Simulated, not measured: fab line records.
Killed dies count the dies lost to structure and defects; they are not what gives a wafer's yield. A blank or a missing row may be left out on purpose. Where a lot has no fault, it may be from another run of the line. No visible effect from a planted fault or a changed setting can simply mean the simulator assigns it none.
Split-lot study || flow berkeley_cmos170 || 5 lots, 23 wafers read, on a route of 331 steps

== ABOUT THE SPLIT ==
At UCB170_CONTACT_EXPOSE_12 (exposes mask CONT, target cd 700 nm), the setting dose_mj was moved away from the recipe's 35 on 10 of the 23 wafers read, by -4.3% to +3.4%. For the rest of the wafers, this setting stayed at what the recipe calls for.

== FROM THE SPLIT TO THE READING: what the file shows between them, 6 steps ==
- UCB170_CONTACT_PEB_13
- UCB170_CONTACT_DEVELOP_14: develop time 45 s
- UCB170_CONTACT_CD_MEAS_15: target cd 700 nm
- UCB170_CONTACT_ETCH_17: etches BARC in N2/H2
- UCB170_CONTACT_ETCH_18: etches PSG in CHF3/CF4/Ar, stops on TiSi2, target depth 840 nm, time 195 s
- UCB170_CONTACT_STRIP_19: strips in O2

== THE READING ==
cd_nm at UCB170_CONTACT_CD_MEAS_90, given in nm (cd target 700 nm). Typical for fault-free wafers on this fab line: 699.1 nm, with standard deviation 1.4 nm.

{"wafer": "L074.1", "tool, chamber at the split": "krf_scanner-01, 0", "dose_mj as run": 35, "against the recipe": "recipe", "cd_nm, nm": 697.0, "against lot-mates on the recipe": "-"}
{"wafer": "L074.2", "tool, chamber at the split": "krf_scanner-01, 0", "dose_mj as run": 36.03, "against the recipe": "+2.9%", "cd_nm, nm": 702.9, "against lot-mates on the recipe": "+5.4"}
{"wafer": "L074.3", "tool, chamber at the split": "krf_scanner-01, 0", "dose_mj as run": 36.03, "against the recipe": "+2.9%", "cd_nm, nm": 702.7, "against lot-mates on the recipe": "+5.2"}
{"wafer": "L074.4", "tool, chamber at the split": "krf_scanner-01, 0", "dose_mj as run": 35, "against the recipe": "recipe", "cd_nm, nm": 698.6, "against lot-mates on the recipe": "-"}
{"wafer": "L074.6", "tool, chamber at the split": "krf_scanner-01, 0", "dose_mj as run": 35, "against the recipe": "recipe", "cd_nm, nm": 696.8, "against lot-mates on the recipe": "-"}
{"wafer": "L078.1", "tool, chamber at the split": "krf_scanner-01, 0", "dose_mj as run": 33.49, "against the recipe": "-4.3%", "cd_nm, nm": 693.6, "against lot-mates on the recipe": -5.7}
{"wafer": "L078.3", "tool, chamber at the split": "krf_scanner-01, 0", "dose_mj as run": 35, "against the recipe": "recipe", "cd_nm, nm": 700.3, "against lot-mates on the recipe": "-"}
{"wafer": "L078.4", "tool, chamber at the split": "krf_scanner-01, 0", "dose_mj as run": 35, "against the recipe": "recipe", "cd_nm, nm": 699.2, "against lot-mates on the recipe": "-"}
{"wafer": "L078.5", "tool, chamber at the split": "krf_scanner-01, 0", "dose_mj as run": 35, "against the recipe": "recipe", "cd_nm, nm": 698.4, "against lot-mates on the recipe": "-"}
{"wafer": "L078.6", "tool, chamber at the split": "krf_scanner-01, 0", "dose_mj as run": 33.49, "against the recipe": "-4.3%", "cd_nm, nm": 692.6, "against lot-mates on the recipe": -6.7}
{"wafer": "L080.1", "tool, chamber at the split": "krf_scanner-01, 0", "dose_mj as run": 33.99, "against the recipe": "-2.9%", "cd_nm, nm": 691.5, "against lot-mates on the recipe": -6.5}
{"wafer": "L080.2", "tool, chamber at the split": "krf_scanner-01, 0", "dose_mj as run": 35, "against the recipe": "recipe", "cd_nm, nm": 698.6, "against lot-mates on the recipe": "-"}
{"wafer": "L080.3", "tool, chamber at the split": "krf_scanner-01, 0", "dose_mj as run": 33.99, "against the recipe": "-2.9%", "cd_nm, nm": 691.8, "against lot-mates on the recipe": -6.2}
{"wafer": "L080.4", "tool, chamber at the split": "krf_scanner-01, 0", "dose_mj as run": 33.99, "against the recipe": "-2.9%", "cd_nm, nm": 692.8, "against lot-mates on the recipe": -5.2}
{"wafer": "L080.6", "tool, chamber at the split": "krf_scanner-01, 0", "dose_mj as run": 35, "against the recipe": "recipe", "cd_nm, nm": 697.5, "against lot-mates on the recipe": "-"}
{"wafer": "L082.1", "tool, chamber at the split": "krf_scanner-02, 0", "dose_mj as run": 35, "against the recipe": "recipe", "cd_nm, nm": 698.5, "against lot-mates on the recipe": "-"}
{"wafer": "L082.2", "tool, chamber at the split": "krf_scanner-02, 0", "dose_mj as run": 35, "against the recipe": "recipe", "cd_nm, nm": 699.7, "against lot-mates on the recipe": "-"}
{"wafer": "L082.4", "tool, chamber at the split": "krf_scanner-02, 0", "dose_mj as run": 35, "against the recipe": "recipe", "cd_nm, nm": 698.2, "against lot-mates on the recipe": "-"}
{"wafer": "L085.1", "tool, chamber at the split": "krf_scanner-01, 0", "dose_mj as run": 36.18, "against the recipe": "+3.4%", "cd_nm, nm": 701.6, "against lot-mates on the recipe": "+3.7"}
{"wafer": "L085.2", "tool, chamber at the split": "krf_scanner-01, 0", "dose_mj as run": 35, "against the recipe": "recipe", "cd_nm, nm": 697.7, "against lot-mates on the recipe": "-"}
{"wafer": "L085.4", "tool, chamber at the split": "krf_scanner-01, 0", "dose_mj as run": 36.18, "against the recipe": "+3.4%", "cd_nm, nm": 703.8, "against lot-mates on the recipe": "+5.9"}
{"wafer": "L085.5", "tool, chamber at the split": "krf_scanner-01, 0", "dose_mj as run": 36.18, "against the recipe": "+3.4%", "cd_nm, nm": 702.7, "against lot-mates on the recipe": "+4.8"}
{"wafer": "L085.6", "tool, chamber at the split": "krf_scanner-01, 0", "dose_mj as run": 35, "against the recipe": "recipe", "cd_nm, nm": 698.1, "against lot-mates on the recipe": "-"}

FIT RESULTS
A straight line over all 23 wafers: cd_nm changes by +1.49 nm for each +1% of dose_mj; r = +0.94; the points scatter about the line by 1.2 nm.
The same after taking each lot's own level away (the mean of its wafers on the recipe; 23 wafers): +1.63 nm for each +1%; r = +0.97; scatter 0.92 nm.
Per that fit: largest dose_mj move, reading shift of 7 nm.
From 697.47 to 699.30 nm: that is the span of the lots' own levels, equal to 1.3 times the standard deviation above.
Consequently the slope shifts little with the lot-to-lot level, the two slopes agreeing.
Check: with one of the wafers moved furthest among these (-4.3%) left out of the fit, the line predicts -7.56 nm for it against its lot-mates. It came out at -5.7 nm against them.

== ADDITIONAL SPLITS CARRIED BY THESE WAFERS ==
Before the reading, these wafers also passed through other splits. Each is held against what the fit with the lots' levels taken away leaves over:
{"other split on the same wafers": "UCB170_NWELL_CVD_04 pressure_mtorr", "wafers away from the commonest value": 18, "r with cd_nm (lot level and that fit taken away)": "+0.02"}
{"other split on the same wafers": "UCB170_NWELL_IMPLANT_14 dose_cm2", "wafers away from the commonest value": 11, "r with cd_nm (lot level and that fit taken away)": "+0.24"}
{"other split on the same wafers": "UCB170_PWELL_IMPLANT_15 energy_kev", "wafers away from the commonest value": 11, "r with cd_nm (lot level and that fit taken away)": "+0.27"}
{"other split on the same wafers": "UCB170_ACTIVE_ETCH_15 time_s", "wafers away from the commonest value": 10, "r with cd_nm (lot level and that fit taken away)": -0.35}
{"other split on the same wafers": "UCB170_SPACER_CVD_00 time_s", "wafers away from the commonest value": 9, "r with cd_nm (lot level and that fit taken away)": -0.02}
{"other split on the same wafers": "UCB170_NSD_EXPOSE_03 dose_mj", "wafers away from the commonest value": 10, "r with cd_nm (lot level and that fit taken away)": -0.16}

== THE WHOLE CHAIN: every reading that the file lists as answering this split, in the file's order ==
{"step": "UCB170_CONTACT_DEVELOP_14", "what it does": "develop time 45 s", "reading": "CONTACT.cd_nm (the simulator's own value, which no gauge read)", "change (the file's fit)": "+1.62 nm for each +1% of the setting", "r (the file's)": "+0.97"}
{"step": "UCB170_CONTACT_CD_MEAS_15", "what it does": "target cd 700 nm", "reading": "cd_nm", "change (the file's fit)": "+1.62 nm for each +1% of the setting", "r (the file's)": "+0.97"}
{"step": "UCB170_CONTACT_ETCH_17", "what it does": "etches BARC in N2/H2", "reading": "CONTACT.cd_nm (the simulator's own value, which no gauge read)", "change (the file's fit)": "+1.66 nm for each +1% of the setting", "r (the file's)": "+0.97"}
{"step": "UCB170_CONTACT_CD_MEAS_90", "what it does": "target cd 700 nm", "reading": "cd_nm", "change (the file's fit)": "+1.62 nm for each +1% of the setting", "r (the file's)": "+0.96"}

== FILE'S OWN FIT ==
cd_nm changes by +1.62 nm for each +1% of dose_mj, r = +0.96.
